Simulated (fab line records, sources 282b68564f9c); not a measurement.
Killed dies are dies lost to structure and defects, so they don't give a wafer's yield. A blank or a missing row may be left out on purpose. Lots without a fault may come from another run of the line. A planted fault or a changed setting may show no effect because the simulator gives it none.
Problem report in the 8D (eight disciplines) form, filled by code | flow rit_cmos | the parts of the form that need people (team, actions taken, sign-off) are left out

1. THE PROBLEM
beam_energy_keV at RIT_PWELL_IMPLANT_08 reads a mean of 163.86 on 6 wafers of 2 lots; wafers without a fault read 170.01 with a standard deviation of 0.05. That is -99 or more standard deviations from the usual mean.
First seen on wafer L319.1, day 4 03:01, on implanter-03. The record holds 42 wafers of 14 lots with a number at this step. Rule for "out", or "out of limits": more than 4 standard deviations from the usual mean. The other wafers with a number count as sound.

2. WHAT IT IS AND WHAT IT IS NOT
question                    | is                     | is not
which readings at this step | beam_energy_keV        | -
which lots                  | L319, L323             | L309, L310, L311, L312, L313, L314, L315, L316, L324, L326, L328, L331
which wafers of those lots  | all that have a number | -
read on which tools         | implanter-03           | implanter-02, implanter-04
when                        | from day 4 03:01       | up to then (24 sound wafers); but 12 sound wafers of L324, L326, L328, L331 came after

3. SUSPECTS, AND WHAT RULES EACH OUT
Counting: a tool at a process step up to the reading stays a suspect if it ran every lot that is out and no sound lot after the first of them.
- implanter-03 at RIT_PWELL_IMPLANT_08: kept. It ran every lot that is out, first L319 (day 4 03:01), and no sound lot after that; its last sound lot up to then is L310 (day 2 03:59). Its own readings are out on those wafers: beam_energy_keV.
Left after counting: implanter-03 at RIT_PWELL_IMPLANT_08.

4. THE CAUSE (what the simulator had put in)
Process parameter drift: implanter-03, from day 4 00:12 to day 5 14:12, at RIT_PWELL_IMPLANT_08. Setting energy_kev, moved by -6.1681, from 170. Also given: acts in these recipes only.
Counting left only this tool.

5. THE CHAIN OF EFFECTS, in route order
Each row: a reading whose mean over the struck wafers that have a number lies more than 3 standard deviations from the usual. Only readings for which the record gives a usual standard deviation are gone through. hours: the time from each lot's start at the first step in this table that gives one to its start at this step, as a median over the lots. sigmas: the change in usual standard deviations.
hours | step                 | reading         | usual  | on struck wafers | change | sigmas
0     | RIT_PWELL_IMPLANT_08 | beam_energy_keV | 170.01 | 163.86           | -6.15  | -99 or more
The process steps in it:
- RIT_PWELL_IMPLANT_08
Later measuring or inspecting steps at which every struck wafer that the step has a row for has a number for every such reading, and none has moved that far: RIT_PLDD_OVL_MEAS_06, RIT_SPACER_THK_MEAS_04, RIT_PSD_OVL_MEAS_06.

6. WHAT WOULD HAVE CAUGHT IT SOONER
In this record the first reading out of limits was taken at day 4 03:01, 3 hours after the fault began at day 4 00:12.
